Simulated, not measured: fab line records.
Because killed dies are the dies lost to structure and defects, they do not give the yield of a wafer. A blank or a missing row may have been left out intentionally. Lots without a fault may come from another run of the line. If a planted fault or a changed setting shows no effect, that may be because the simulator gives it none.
Which tool is to blame?	flow berkeley_cmos170	7 lots with 20 wafers sampled at 3 steps, on a route of 331 steps

WHAT THE GAUGES SHOWED, per wafer
UCB170_V1_THK_MEAS_01.
lot	measured	on	V1_TEOS_THK (nm)
L991	day 8 03:53	film_metro-02	2014 2041 2039
L993	day 8 08:41	film_metro-01	1493 2019 1503 1491 2017 1505
L996	day 9 06:55	film_metro-01	1486 1493 1487 1493
L105	day 11 06:23	film_metro-01	1975 1992 2011
L106	day 11 15:49	film_metro-04	1962 2020 2001
L108	day 11 22:43	film_metro-01	2011 1994 2016
L112	day 13 02:45	film_metro-02	1971 2000 2037

WHAT TOOL EACH LOT RAN ON (gives the tool, then ch and the chambers of the sampled wafers, and finally the start)
lot	UCB170_NSD_STRIP_09	UCB170_V1_CVD_00
L991	plasma_asher-02 ch 0,1, day 7 16:47	pecvd-03 ch 0,2, day 8 03:43
L993	plasma_asher-04 ch 0,1, day 7 21:12	pecvd-03 ch 0,1, day 8 08:27
L996	plasma_asher-02 ch 0,1, day 8 20:18	pecvd-03 ch 0, day 9 06:44
L105	plasma_asher-04 ch 0,1, day 10 19:34	pecvd-02 ch 0,1, day 11 06:12
L106	plasma_asher-01 ch 0,1, day 11 05:12	pecvd-02 ch 0, day 11 15:35
L108	plasma_asher-01 ch 1, day 11 12:04	pecvd-03 ch 0,1, day 11 22:33
L112	plasma_asher-04 ch 0,1, day 12 15:33	pecvd-01 ch 0,1,2, day 13 02:35
- UCB170_NSD_STRIP_09: strips in O2.
- UCB170_V1_CVD_00: deposits SiO2 from TEOS/O2, target thk 2000 nm, time 250 s.

THE ANSWER, worked out from the rows above alone
Rule: what is usual is taken from the lots themselves. The widest of any qualifying gaps counts: lots, ordered by their means at a reading, are off when they make up no more than a third of the lots, leave a main group of 4 or more, and stand apart from it by 3 or more times the standard deviation of that group's means. A main group whose means are all the same, to the digits that the tables above print for the reading, isn't used. A lot without any number at a reading at which 4 lots or more have one is off too. Any other lot the step has rows for is counted as sound.
Off: L993, L996, at UCB170_V1_THK_MEAS_01 (V1_TEOS_THK). The main group: mean 2006 nm, standard deviation 14.
A tool fits if, at a process step before that reading, it ran every lot that is off, and no sound lot after the first of them. Those tools and the gauges at UCB170_V1_THK_MEAS_01 are tried in the same way. Of those tried, none fits.

WHAT WAS PUT IN BY THE SIMULATOR
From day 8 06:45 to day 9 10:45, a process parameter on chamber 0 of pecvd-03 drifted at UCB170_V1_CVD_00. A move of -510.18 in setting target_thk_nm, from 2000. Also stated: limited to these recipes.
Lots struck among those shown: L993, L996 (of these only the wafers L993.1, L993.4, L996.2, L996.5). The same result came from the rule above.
